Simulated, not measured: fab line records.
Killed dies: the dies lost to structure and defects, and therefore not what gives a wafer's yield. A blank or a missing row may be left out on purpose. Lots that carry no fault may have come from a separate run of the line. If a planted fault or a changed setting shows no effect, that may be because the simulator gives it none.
fab line records | flow berkeley_cmos170
[record] lots = 24 wafers = 72 last_day = 14
route steps=331 shown ZERO@12 NSD@196 CONTACT@222 V1@255 V2@306 M3@312
lots that met no fault: from a run of the same line without faults
start_h: hours from the record's opening day to when the first of the lot's shown wafers began | wait_h: how many hours have passed since the lot's step before this one | " same as the row above | L1.1+2: a row that stands for several wafers | - either no value or no given start | * or withheld: withheld | < > ~ a bound
route shown NAME@n: names a module that has steps shown in the file, with the first one's number in the route | usual: average and standard deviation across the fault-free wafers | same: alike in all rows | chamber/n: place in a boat | sites: readings site by site | _std_site: how widely they spread, as a standard deviation | _edge_site: mean of outer sites minus mean of inner sites | radius_mm: for every site, how far away it sits from the centre of the wafer | mask NAME#n: copy n | behind: the most recent tool/chamber to have shaped the wafer | hold: the reason the lot was held/the length of the hold in hours/how it ended | device: whichever transistor did not switch (one of n, p or np) | end of line: the tests these same wafers got at the end of their route | step lacking rows: just its recipe | killed: dies lost to structure and defects at the first sort, not the wafer's yield | map: dies across one wafer; x = killed, . = not, _ = none there
set.NAME: the setting the step ran with; set.NAME@STEP: the setting that earlier step ran with | model.NAME: the simulator's own value behind a step, which no gauge read
steps of the route over a sample of lots; a table a step, a row a wafer
services: the hour from which a tool's chamber was out of use, counted from the record's first day as start_h (under 0 if before that day), plus the number of hours and why
[[steps]]
[step UCB170_ZERO_ETCH_06]
[recipe] chemistry = CHF3/CF4/Ar target = SiO2 time_s = 12 pressure_mtorr = 100 rf_w = 500 CHF3_flow_sccm = 50 cf4_flow_sccm = 10 Ar_flow_sccm = 120 over_etch_frac = 1.58
[usual] drypump_motor_current_A = 5.7/0.53 oes_product_au = 0.614/0.0096 rf_fwd_power_W = 491.8/3 throttle_valve_pct = 9.27/0.14
// columns lot.wafer tool chamber start_h wait_h drypump_motor_current_A oes_product_au rf_fwd_power_W rf_hours_counter_h throttle_valve_pct
L074.1 rie_diel-02 3 21.41 - 6.0 0.620 490.0 112 9.13
L074.3 " 2 " " 5.7 0.611 494.8 130 9.34
L074.5 " 3 " " 6.0 0.613 488.6 - 9.14
L076.1 rie_diel-04 0 27.58 - 6.3 0.614 492.4 127 9.27
L076.2 " 2 " " 5.8 0.613 490.4 55 9.08
L076.5 " 2 " " 5.8 0.617 490.5 - 9.09
L075.2 rie_diel-01 1 27.69 - 5.8 0.598 491.9 81 9.12
L075.3 " 2 " " 5.0 0.614 487.5 12 9.43
L075.5 " 0 " " 5.0 0.634 493.5 - 9.05
L078.1 rie_diel-01 2 39.90 - 5.0 0.618 488.6 13 9.43
L078.4 " 1 " " 5.8 0.606 493.1 82 9.14
L078.5 " 0 " " 5.0 0.634 494.7 - 9.04
L077.1 rie_diel-02 0 39.99 - 6.7 0.633 493.8 100 9.31
L077.4 " 2 " " 5.7 0.605 493.4 131 9.36
L077.5 " 0 " " 6.7 0.619 493.9 - 9.30
L079.1 rie_diel-02 2 45.32 - 5.7 0.602 494.8 131 9.36
L079.3 " 0 " " 6.8 0.619 495.8 100 9.29
L079.4 " 3 " " 6.0 0.615 492.8 114 9.11
L080.2 rie_diel-02 2 49.43 - 5.7 0.609 494.5 132 9.36
L080.4 " 1 " " 5.4 0.628 495.0 33 9.31
L080.6 " 0 " " 6.8 0.620 495.8 - 9.31
L081.2 rie_diel-04 2 54.03 - 5.8 0.610 493.0 57 9.09
L081.4 " 0 " " 6.3 0.616 491.7 128 9.30
L081.5 " 1 " " 5.4 0.627 489.9 - 9.41
L082.1 rie_diel-02 2 61.38 - 5.7 0.616 497.4 132 9.36
L082.2 " 3 " " 6.0 0.608 489.2 114 9.15
L082.4 " 0 " " 6.8 0.619 494.9 100 9.30
L083.1 rie_diel-01 3 69.38 - 5.5 0.594 489.9 77 9.42
L083.2 " 1 " " 5.8 0.604 490.2 84 9.13
L083.5 " 0 " " 5.0 0.614 493.1 - 9.06
L084.1 rie_diel-01 1 73.27 - 5.8 0.600 491.8 84 9.14
L084.2 " 0 " " 5.0 0.617 489.7 1 9.04
L084.5 " 0 " " 5.0 0.617 490.4 - 9.05
L085.1 rie_diel-04 1 82.80 - 5.4 0.623 488.2 0 9.43
L085.2 " 3 " " 5.4 0.595 488.0 76 9.46
L085.6 " 0 " " 6.3 0.608 492.4 - 9.30
L086.4 rie_diel-02 1 83.08 - 5.4 0.624 495.4 34 9.32
L086.5 " 1 " " 5.4 0.623 493.7 - 9.29
L086.6 " 0 " " 6.8 0.619 495.1 - 9.30
L087.1 rie_diel-01 0 87.11 - 5.0 0.609 492.9 1 9.05
L087.2 " 2 " " 4.9 0.619 485.4 16 9.42
L087.4 " 3 " " 5.5 0.601 488.7 77 9.44
L088.1 rie_diel-02 1 87.39 - 5.4 0.619 495.9 34 9.30
L088.4 " 2 " " 5.7 0.607 494.8 133 9.36
L088.6 " 2 " " 5.7 0.615 496.3 - 9.34
L089.2 rie_diel-01 1 95.58 - 5.8 0.604 493.0 86 9.16
L089.4 " 3 " " 5.5 0.597 491.4 78 9.43
L089.6 " 1 " " 5.8 0.604 492.0 - 9.13
L090.2 rie_diel-02 0 101.35 - 6.7 0.623 494.9 102 9.30
L090.3 " 2 " " 5.7 0.611 494.8 134 9.35
L090.5 " 1 " " 5.4 0.620 497.0 - 9.32
L091.1 rie_diel-04 1 107.63 - 5.4 0.623 489.0 2 9.44
L091.2 " 2 " " 5.8 0.622 494.2 60 9.08
L091.4 " 3 " " 5.4 0.601 487.1 78 9.45
L092.1 rie_diel-01 3 111.24 - 5.5 0.599 491.7 79 9.42
L092.3 " 0 " " 5.0 0.616 489.4 3 9.05
L092.4 " 2 " " 4.9 0.612 487.7 17 9.41
L093.2 rie_diel-02 0 117.53 - 6.7 0.622 496.6 103 9.31
L093.3 " 2 " " 5.7 0.605 494.6 134 9.36
L093.4 " 3 " " 6.0 0.616 491.7 116 9.14
L094.2 rie_diel-02 3 124.85 - 6.0 0.614 490.0 117 9.14
L094.4 " 2 " " 5.7 0.615 490.7 134 9.36
L094.6 " 0 " " 6.7 0.626 495.4 - 9.30
L095.3 rie_diel-01 1 128.18 - 5.8 0.618 492.3 87 9.15
L095.4 " 0 " " 5.0 0.616 492.9 4 9.07
L095.5 " 1 " " 5.8 0.619 493.9 - 9.14
L096.3 rie_diel-02 0 128.29 - 6.7 0.635 494.1 103 9.31
L096.4 " 2 " " 5.7 0.608 497.0 134 9.36
L096.6 " 2 " " 5.7 0.610 497.0 - 9.34
L097.2 rie_diel-01 3 141.45 - 5.5 0.597 489.7 80 9.42
L097.4 " 2 " " 4.9 0.618 486.3 18 9.43
L097.6 " 1 " " 5.8 0.606 492.3 - 9.13
[step UCB170_NSD_STRIP_09]
[recipe] chemistry = O2 power_w = 400 pressure_mtorr = 3500 platen_temp_c = withheld o2_flow_sccm = 400 overash_fraction = 0.5
[usual] drypump_motor_current_A = 5.8/0.52 oes_product_au = 0.536/0.0047 strip_time_to_endpoint_s = 35.66/0.063
// columns lot.wafer tool chamber start_h wait_h drypump_motor_current_A oes_product_au rf_hours_counter_h strip_time_to_endpoint_s
L074.1 plasma_asher-04 0 171.50 0.1 4.9 0.537 39 35.77
L074.3 " 0 " " 4.9 0.532 - 35.72
L074.5 " 0 " " 4.9 0.539 - 35.72
L075.2 plasma_asher-04 0 171.70 0.1 4.9 0.539 39 35.66
L075.3 " 1 " " 5.3 0.536 - 35.72
L075.5 " 1 " " 5.3 0.534 - 35.64
L076.1 plasma_asher-01 0 171.82 0.1 6.3 0.528 6 35.76
L076.2 " 1 " " 6.0 0.538 6 35.59
L076.5 " 1 " " 6.0 0.539 - 35.68
L077.1 plasma_asher-01 0 187.87 0.1 6.3 0.533 9 35.60
L077.4 " 1 " " 6.0 0.524 - 35.60
L077.5 " 0 " " 6.3 0.532 - 35.58
L078.1 plasma_asher-04 0 188.59 0.1 4.9 0.543 41 35.67
L078.4 " 0 " " 4.9 0.529 - 35.64
L078.5 " 1 " " 5.3 0.539 - 35.68
L080.2 plasma_asher-04 1 197.08 0.1 5.3 0.530 42 35.54
L080.4 " 1 " " 5.3 0.543 - 35.60
L080.6 " 1 " " 5.3 0.536 - 35.64
L079.1 plasma_asher-04 0 197.45 0.1 4.9 0.537 42 35.85
L079.3 " 1 " " 5.3 0.536 - 35.78
L079.4 " 0 " " 5.0 0.547 - 35.77
L081.2 plasma_asher-01 1 207.98 0.1 6.0 0.545 11 35.52
L081.4 " 1 " " 6.0 0.533 - 35.54
L081.5 " 0 " " 6.3 0.536 - 35.62
L082.1 plasma_asher-03 0 221.10 0.1 6.3 0.540 47 35.70
L082.2 " 1 " " 5.9 0.536 47 35.69
L082.4 " 0 " " 6.3 0.538 - 35.76
L083.1 plasma_asher-03 1 228.03 0.1 5.9 0.528 47 35.64
L083.2 " 0 " " 6.3 0.539 47 35.67
L083.5 " 0 " " 6.3 0.546 - 35.66
L085.1 plasma_asher-01 0 228.31 0.1 6.3 0.540 13 35.68
L085.2 " 1 " " 6.0 0.532 13 35.61
L085.6 " 0 " " 6.3 0.532 - 35.69
L084.1 plasma_asher-03 0 228.43 0.1 6.3 0.534 47 35.65
L084.2 " 1 " " 5.8 0.536 47 35.71
L084.5 " 1 " " 5.9 0.529 - 35.65
L086.4 plasma_asher-03 0 228.80 0.1 6.3 0.535 - 35.67
L086.5 " 1 " " 5.9 0.533 - 35.74
L086.6 " 0 " " 6.3 0.538 - 35.70
L088.1 plasma_asher-03 1 240.97 0.1 5.8 0.542 49 35.75
L088.4 " 1 " " 5.8 0.529 - 35.64
L088.6 " 1 " " 5.9 0.538 - 35.71
L087.1 plasma_asher-01 0 253.69 0.1 6.3 0.533 16 35.61
L087.2 " 1 " " 6.0 0.542 16 35.65
L087.4 " 1 " " 6.0 0.528 - 35.60
L091.1 plasma_asher-03 1 254.00 0.1 5.9 0.536 50 35.59
L091.2 " 0 " " 6.3 0.541 50 35.66
L091.4 " 0 " " 6.3 0.539 - 35.59
L089.2 plasma_asher-04 0 254.15 0.1 4.9 0.531 47 35.56
L089.4 " 0 " " 4.9 0.533 - 35.65
L089.6 " 0 " " 4.9 0.539 - 35.55
L092.1 plasma_asher-03 0 254.39 0.1 6.3 0.538 50 35.62
L092.3 " 0 " " 6.3 0.536 - 35.66
L092.4 " 1 " " 5.9 0.540 - 35.64
L090.2 plasma_asher-03 1 254.75 0.1 5.9 0.534 50 35.73
L090.3 " 1 " " 5.9 0.534 - 35.78
L090.5 " 0 " " 6.3 0.542 - 35.76
L093.2 plasma_asher-03 0 285.12 0.1 6.3 0.543 53 35.71
L093.3 " 1 " " 5.9 0.536 - 35.79
L093.4 " 0 " " 6.3 0.542 - 35.68
L096.3 plasma_asher-01 1 285.48 0.1 6.0 0.532 - 35.67
L096.4 " 0 " " 6.3 0.539 - 35.68
L096.6 " 1 " " 6.0 0.535 - 35.64
L095.3 plasma_asher-04 0 285.63 0.1 4.9 0.544 - 35.65
L095.4 " 1 " " 5.4 0.540 - 35.67
L095.5 " 1 " " 5.4 0.537 - 35.62
L094.2 plasma_asher-03 0 286.00 0.1 6.4 0.535 53 35.70
L094.4 " 0 " " 6.4 0.535 - 35.61
L094.6 " 0 " " 6.3 0.536 - 35.63
L097.2 plasma_asher-04 0 312.17 0.1 4.9 0.529 54 35.55
L097.4 " 0 " " 4.9 0.533 - 35.65
L097.6 " 1 " " 5.3 0.542 - 35.59
[step UCB170_CONTACT_STRIP_06]
[recipe] chemistry = O2 power_w = 400 pressure_mtorr = 3500 platen_temp_c = withheld o2_flow_sccm = 400 overash_fraction = 0.5
[usual] drypump_motor_current_A = 6.01/0.27 oes_product_au = 0.735/0.0046 strip_time_to_endpoint_s = 21.98/0.056
// columns lot.wafer tool chamber start_h wait_h drypump_motor_current_A oes_product_au rf_hours_counter_h strip_time_to_endpoint_s
L074.1 plasma_asher-01 0 176.75 0.1 6.32 0.735 7 21.92
L074.3 " 0 " " 6.32 0.733 - 21.99
L074.5 " 1 " " 6.00 0.735 - 22.02
L075.2 plasma_asher-01 1 177.72 0.1 5.99 0.735 7 21.95
L075.3 " 0 " " 6.32 0.737 - 21.99
L075.5 " 0 " " 6.35 0.729 - 22.05
L076.1 plasma_asher-02 0 177.72 0.1 5.52 0.730 46 21.99
L076.2 " 1 " " 5.91 0.734 46 22.00
L076.5 " 1 " " 5.94 0.731 - 22.01
L077.1 plasma_asher-03 0 192.74 0.1 6.35 0.745 44 22.03
L077.4 " 0 " " 6.29 0.736 - 21.97
L077.5 " 0 " " 6.34 0.739 - 21.97
L078.1 plasma_asher-01 0 193.52 0.1 6.30 0.735 10 21.99
L078.4 " 0 " " 6.33 0.739 - 21.91
L078.5 " 0 " " 6.33 0.739 - 21.89
L080.2 plasma_asher-02 0 201.65 0.1 5.55 0.741 49 21.94
L080.4 " 1 " " 5.89 0.733 - 21.96
L080.6 " 0 " " 5.57 0.735 - 21.99
L079.1 plasma_asher-01 0 202.10 0.1 6.33 0.732 10 22.08
L079.3 " 0 " " 6.31 0.736 - 22.08
L079.4 " 1 " " 5.97 0.727 - 22.05
L081.2 plasma_asher-01 1 212.49 0.1 5.99 0.732 11 22.04
L081.4 " 0 " " 6.31 0.736 - 22.05
L081.5 " 1 " " 5.99 0.738 - 22.02
L082.1 plasma_asher-03 1 226.06 0.1 5.86 0.736 47 21.96
L082.2 " 0 " " 6.30 0.728 47 21.91
L082.4 " 1 " " 5.87 0.736 - 21.91
L085.1 plasma_asher-01 0 233.17 0.1 6.35 0.742 14 21.92
L085.2 " 1 " " 5.95 0.743 14 21.97
L085.6 " 0 " " 6.34 0.733 - 21.91
L083.1 plasma_asher-01 0 234.95 0.1 6.30 0.731 14 21.81
L083.2 " 1 " " 6.04 0.738 14 21.92
L083.5 " 0 " " 6.32 0.733 - 21.94
L084.1 plasma_asher-02 1 234.95 0.1 5.93 0.735 53 22.02
L084.2 " 0 " " 5.53 0.734 53 21.98
L084.5 " 0 " " 5.56 0.738 - 21.95
L086.4 plasma_asher-03 1 234.99 0.1 5.87 0.732 - 22.00
L086.5 " 0 " " 6.32 0.735 - 22.02
L086.6 " 1 " " 5.85 0.736 - 22.02
L088.1 plasma_asher-03 0 246.35 0.1 6.35 0.735 49 21.88
L088.4 " 0 " " 6.31 0.730 - 21.86
L088.6 " 1 " " 5.85 0.735 - 21.89
L087.1 plasma_asher-03 1 258.20 0.1 5.85 0.733 51 22.00
L087.2 " 0 " " 6.32 0.729 51 22.05
L087.4 " 1 " " 5.87 0.729 - 22.03
L089.2 plasma_asher-03 1 258.88 0.1 5.85 0.732 51 21.92
L089.4 " 0 " " 6.29 0.735 - 21.93
L089.6 " 0 " " 6.31 0.731 - 21.99
L091.1 plasma_asher-02 0 258.88 0.1 5.59 0.731 56 22.05
L091.2 " 1 " " 5.90 0.734 56 22.01
L091.4 " 1 " " 5.95 0.732 - 22.06
L092.1 plasma_asher-03 1 259.98 0.1 5.86 0.732 51 21.93
L092.3 " 0 " " 6.28 0.734 - 21.88
L092.4 " 1 " " 5.85 0.741 - 21.90
L090.2 plasma_asher-03 0 260.12 0.1 6.33 0.733 51 21.97
L090.3 " 0 " " 6.32 0.737 - 21.91
L090.5 " 0 " " 6.31 0.726 - 21.93
L093.2 plasma_asher-03 0 290.01 0.1 6.28 0.745 54 21.97
L093.3 " 0 " " 6.31 0.729 - 21.97
L093.4 " 1 " " 5.84 0.731 - 21.96
L096.3 plasma_asher-02 1 290.26 0.1 5.97 0.727 - 22.03
L096.4 " 0 " " 5.52 0.735 - 21.95
L096.6 " 1 " " 5.94 0.735 - 21.96
L094.2 plasma_asher-01 0 292.01 0.1 6.33 0.736 18 21.93
L094.4 " 1 " " 6.00 0.731 - 22.01
L094.6 " 1 " " 6.02 0.735 - 22.05
L095.3 plasma_asher-02 0 292.04 0.1 5.54 0.737 - 21.90
L095.4 " 1 " " 5.90 0.733 - 21.97
L095.5 " 1 " " 5.89 0.735 - 22.00
L097.2 plasma_asher-02 1 317.53 0.1 5.92 0.734 63 21.98
L097.4 " 0 " " 5.53 0.735 - 21.99
L097.6 " 0 " " 5.54 0.737 - 22.01
[step UCB170_V1_THK_MEAS_01]
[recipe] reads = SiO2_of_V1_CVD_00
[usual] V1_TEOS_THK = 2004/27
// columns lot.wafer tool chamber start_h wait_h V1_TEOS_THK[nm]
L074.1 film_metro-01 - 182.08 0.1 2030
L074.3 " - " " 2028
L074.5 " - " " 2036
L076.1 film_metro-02 - 183.41 0.1 1940
L076.2 " - " " 1970
L076.5 " - " " 1992
L075.2 film_metro-04 - 183.42 0.1 2001
L075.3 " - " " 1990
L075.5 " - " " 2013
L077.1 film_metro-02 - 197.78 0.1 1978
L077.4 " - " " 2018
L077.5 " - " " 2006
L078.1 film_metro-01 - 199.11 0.1 1979
L078.4 " - " " 2029
L078.5 " - " " 1985
L080.2 film_metro-02 - 207.29 0.1 2024
L080.4 " - " " 2054
L080.6 " - " " 2061
L079.1 film_metro-02 - 208.62 0.1 1955
L079.3 " - " " 1986
L079.4 " - " " 2026
L081.2 film_metro-02 - 218.22 0.1 2006
L081.4 " - " " 1982
L081.5 " - " " 2023
L082.1 film_metro-01 - 231.85 0.2 2017
L082.2 " - " " 2031
L082.4 " - " " 2060
L085.1 film_metro-01 - 238.63 0.1 1964
L085.2 " - " " 2009
L085.6 " - " " 2004
L083.1 film_metro-01 - 240.73 0.1 2009
L083.2 " - " " 1992
L083.5 " - " " 2033
L084.1 film_metro-02 - 242.06 0.1 1986
L084.2 " - " " 1990
L084.5 " - " " 2031
L086.4 film_metro-01 - 242.09 0.0 2011
L086.5 " - " " 2007
L086.6 " - " " 2007
L088.1 film_metro-02 - 252.07 0.1 1987
L088.4 " - " " 2034
L088.6 " - " " 2032
L087.1 film_metro-04 - 266.31 0.1 2000
L087.2 " - " " 1949
L087.4 " - " " 2017
L090.2 film_metro-04 - 267.66 0.1 2002
L090.3 " - " " 1976
L090.5 " - " " 2026
L091.1 film_metro-01 - 268.98 0.1 1986
L091.2 " - " " 1981
L091.4 " - " " 2007
L092.1 film_metro-04 - 268.98 0.1 1979
L092.3 " - " " 2001
L092.4 " - " " 2037
L089.2 film_metro-02 - 268.99 0.1 1963
L089.4 " - " " 1993
L089.6 " - " " 2045
L093.2 film_metro-02 - 295.56 0.1 1992
L093.3 " - " " 1992
L093.4 " - " " 2042
L096.3 film_metro-01 - 296.90 0.1 1959
L096.4 " - " " 2065
L096.6 " - " " 2027
L094.2 film_metro-04 - 298.32 0.1 1962
L094.4 " - " " 1992
L094.6 " - " " 2002
L095.3 film_metro-01 - 299.67 0.1 1948
L095.4 " - " " 2003
L095.5 " - " " 2047
L097.2 film_metro-02 - 323.96 0.1 1963
L097.4 " - " " 2003
L097.6 " - " " 2002
[step UCB170_V2_ETCH_14]
[recipe] chemistry = CHF3/CF4/Ar target = SiO2 stop_on = Al CHF3_flow_sccm = 45 cf4_flow_sccm = 15 Ar_flow_sccm = 150 pressure_mtorr = 200 rf_w = 700 target_depth_a = 12500 over_etch_frac = 0.25 time_s = 291
[usual] drypump_motor_current_A = 5.8/0.47 oes_product_au = 0.869/0.013 rf_fwd_power_W = 698.3/2.1 throttle_valve_pct = 6.96/0.13
// columns lot.wafer tool chamber start_h wait_h drypump_motor_current_A oes_product_au rf_fwd_power_W rf_hours_counter_h throttle_valve_pct
L074.1 rie_diel-04 0 189.18 0.0 6.3 0.873 696.9 136 6.99
L074.3 " 1 " " 5.4 0.881 700.5 6 7.12
L074.5 " 2 " " 5.8 0.864 700.0 - 6.83
L075.2 rie_diel-01 0 191.09 0.0 5.0 0.861 695.3 7 6.80
L075.3 " 2 " " 5.0 0.885 700.3 21 7.11
L075.5 " 0 " " 5.0 0.873 695.5 - 6.80
L076.1 rie_diel-03 0 191.33 0.0 5.8 0.872 698.6 61 6.90
L076.2 " 1 " " 6.8 0.878 697.0 143 6.91
L076.5 " 1 " " 6.8 0.879 698.4 - 6.92
L077.1 rie_diel-03 3 204.67 0.0 6.1 0.883 699.3 6 6.75
L077.4 " 0 " " 5.8 0.867 693.8 - 6.89
L077.5 " 3 " " 6.1 0.880 697.5 - 6.74
L078.1 rie_diel-04 3 205.92 0.0 5.4 0.842 692.4 82 7.14
L078.4 " 1 " " 5.4 0.883 695.8 7 7.12
L078.5 " 1 " " 5.4 0.881 694.4 - 7.12
L080.2 rie_diel-04 1 214.02 0.0 5.4 0.885 699.3 8 7.11
L080.4 " 2 " " 5.8 0.862 699.3 65 6.82
L080.6 " 3 " " 5.4 0.846 694.5 - 7.15
L079.1 rie_diel-01 1 215.95 0.0 5.8 0.855 697.4 92 6.87
L079.3 " 2 " " 4.9 0.877 702.7 22 7.11
L079.4 " 1 " " 5.8 0.853 698.6 - 6.88
L081.2 rie_diel-04 1 226.71 0.0 5.4 0.882 699.1 8 7.11
L081.4 " 1 " " 5.4 0.878 698.1 - 7.12
L081.5 " 2 " " 5.8 0.871 694.5 - 6.83
L082.1 rie_diel-03 0 239.39 0.0 5.8 0.863 698.8 64 6.88
L082.2 " 1 " " 6.8 0.881 701.9 0 6.92
L082.4 " 3 " " 6.0 0.876 696.1 8 6.76
L085.1 rie_diel-04 2 248.31 0.0 5.8 0.870 698.1 66 6.84
L085.2 " 1 " " 5.4 0.886 700.0 9 7.12
L085.6 " 1 " " 5.4 0.879 698.3 - 7.12
L083.1 rie_diel-03 0 248.65 0.0 5.8 0.872 698.8 65 6.89
L083.2 " 2 " " 6.0 0.885 693.9 103 6.97
L083.5 " 2 " " 6.0 0.892 699.3 - 6.97
L086.4 rie_diel-01 3 249.80 0.0 5.5 0.852 697.9 85 7.11
L086.5 " 2 " " 5.0 0.873 699.6 - 7.12
L086.6 " 1 " " 5.8 0.849 697.4 - 6.87
L084.1 rie_diel-04 3 249.95 0.0 5.4 0.853 696.8 84 7.13
L084.2 " 1 " " 5.4 0.884 698.7 9 7.10
L084.5 " 2 " " 5.8 0.872 698.2 - 6.83
L088.1 rie_diel-03 2 259.50 0.0 6.1 0.883 701.9 104 6.98
L088.4 " 1 " " 6.7 0.872 698.2 - 6.94
L088.6 " 2 " " 6.0 0.883 702.0 - 6.98
L087.1 rie_diel-04 1 273.48 0.0 5.4 0.872 698.9 10 7.11
L087.2 " 2 " " 5.8 0.867 698.0 67 6.84
L087.4 " 0 " " 6.3 0.860 701.5 0 6.98
L090.2 rie_diel-01 2 276.41 0.0 5.0 0.881 695.6 26 7.10
L090.3 " 1 " " 5.8 0.853 697.3 95 6.87
L090.5 " 2 " " 5.0 0.875 696.9 - 7.10
L092.1 rie_diel-04 3 279.43 0.0 5.4 0.851 695.7 85 7.12
L092.3 " 0 " " 6.3 0.858 699.7 0 6.96
L092.4 " 2 " " 5.8 0.862 697.8 68 6.81
L089.2 rie_diel-03 1 279.55 0.0 6.7 0.874 702.2 2 6.94
L089.4 " 3 " " 6.1 0.885 701.5 9 6.75
L089.6 " 0 " " 5.8 0.871 697.1 - 6.89
L091.1 rie_diel-01 3 279.91 0.0 5.5 0.844 695.6 87 7.10
L091.2 " 0 " " 5.0 0.873 700.6 12 6.79
L091.4 " 1 " " 5.8 0.849 697.4 95 6.87
L093.2 rie_diel-03 1 304.45 0.0 6.7 0.878 699.7 3 6.91
L093.3 " 2 " " 6.0 0.871 697.2 106 6.97
L093.4 " 3 " " 6.1 0.884 701.9 10 6.75
L096.3 rie_diel-04 1 304.50 0.0 5.5 0.886 699.5 12 7.12
L096.4 " 3 " " 5.4 0.839 696.7 86 7.15
L096.6 " 3 " " 5.4 0.839 696.3 - 7.14
L094.2 rie_diel-04 0 308.61 0.0 6.2 0.856 698.5 2 6.99
L094.4 " 3 " " 5.4 0.853 696.6 87 7.12
L094.6 " 1 " " 5.4 0.886 699.8 - 7.13
L095.3 rie_diel-03 3 308.75 0.0 6.1 0.877 698.4 11 6.75
L095.4 " 1 " " 6.7 0.878 699.8 3 6.94
L095.5 " 0 " " 5.8 0.869 697.2 - 6.89
L097.2 rie_diel-04 0 331.65 0.0 6.2 0.870 703.8 3 6.97
L097.4 " 3 " " 5.4 0.845 696.8 88 7.13
L097.6 " 3 " " 5.4 0.837 696.0 - 7.13
[step UCB170_M3_THK_MEAS_03]
[recipe] thk_meas_gauge = xrf reads = Al_of_M3_SPUTTER_01
[usual] M3_AL_THK = 861/9.9
// columns lot.wafer tool chamber start_h wait_h M3_AL_THK[nm]
L074.1 film_metro-01 - 189.85 0.1 856
L074.3 " - " " 860
L074.5 " - " " 850
L075.2 film_metro-04 - 191.77 0.1 855
L075.3 " - " " 847
L075.5 " - " " 847
L076.1 film_metro-03 - 192.00 0.1 868
L076.2 " - " " 879
L076.5 " - " " 880
L077.1 film_metro-03 - 205.43 0.1 867
L077.4 " - " " 872
L077.5 " - " " 877
L078.1 film_metro-04 - 206.58 0.1 852
L078.4 " - " " 861
L078.5 " - " " 856
L080.2 film_metro-04 - 214.69 0.1 863
L080.4 " - " " 853
L080.6 " - " " 865
L079.1 film_metro-01 - 216.63 0.1 868
L079.3 " - " " 852
L079.4 " - " " 860
L081.2 film_metro-01 - 227.39 0.1 878
L081.4 " - " " 869
L081.5 " - " " 871
L082.1 film_metro-01 - 240.06 0.1 858
L082.2 " - " " 868
L082.4 " - " " 863
L085.1 film_metro-04 - 249.01 0.1 864
L085.2 " - " " 862
L085.6 " - " " 854
L083.1 film_metro-03 - 249.32 0.1 864
L083.2 " - " " 861
L083.5 " - " " 865
L086.4 film_metro-03 - 250.54 0.1 863
L086.5 " - " " 885
L086.6 " - " " 874
L084.1 film_metro-04 - 250.62 0.1 851
L084.2 " - " " 858
L084.5 " - " " 853
L088.1 film_metro-04 - 260.18 0.1 847
L088.4 " - " " 853
L088.6 " - " " 854
L087.1 film_metro-03 - 274.22 0.1 869
L087.2 " - " " 857
L087.4 " - " " 866
L090.2 film_metro-04 - 277.25 0.1 846
L090.3 " - " " 859
L090.5 " - " " 844
L092.1 film_metro-01 - 280.26 0.1 869
L092.3 " - " " 858
L092.4 " - " " 873
L089.2 film_metro-04 - 280.39 0.1 862
L089.4 " - " " 870
L089.6 " - " " 865
L091.1 film_metro-03 - 280.62 0.1 847
L091.2 " - " " 845
L091.4 " - " " 850
L093.2 film_metro-03 - 305.13 0.1 871
L093.3 " - " " 857
L093.4 " - " " 869
L096.3 film_metro-04 - 305.21 0.1 852
L096.4 " - " " 847
L096.6 " - " " 850
L094.2 film_metro-03 - 309.29 0.1 847
L094.4 " - " " 853
L094.6 " - " " 861
L095.3 film_metro-01 - 309.44 0.1 865
L095.4 " - " " 864
L095.5 " - " " 869
L097.2 film_metro-04 - 332.33 0.1 863
L097.4 " - " " 851
L097.6 " - " " 860
[[services]]
// columns tool chamber start_h hours kind
rie_diel-02 - 17.00 0.4 repair
rie_diel-01 - 18.27 0.8 repair
rie_diel-02 0 20.32 14.8 repair
rie_diel-04 0 30.63 2.4 repair
plasma_asher-01 - 32.86 2.8 pm
rie_diel-01 0 34.15 4.7 repair
rie_diel-04 1 43.10 6.0 repair
rie_diel-03 2 43.90 9.1 repair
rie_diel-04 0 65.36 2.9 repair
rie_diel-04 2 92.26 5.0 repair
plasma_asher-01 - 108.75 9.0 pm
rie_diel-01 - 113.33 0.4 repair
rie_diel-02 - 141.09 0.9 repair
rie_diel-02 0 161.47 2.1 repair
plasma_asher-03 - 161.74 30.6 pm
rie_diel-01 3 205.07 26.3 repair
rie_diel-02 - 205.23 2.8 pm
rie_diel-04 0 218.30 11.4 repair
plasma_asher-01 - 253.85 22.7 repair
rie_diel-04 - 270.41 2.8 pm
plasma_asher-03 - 279.72 4.3 pm
rie_diel-04 2 284.31 12.7 repair
plasma_asher-03 - 300.14 22.8 repair
rie_diel-02 - 316.77 0.9 repair
[[key]]
fault none
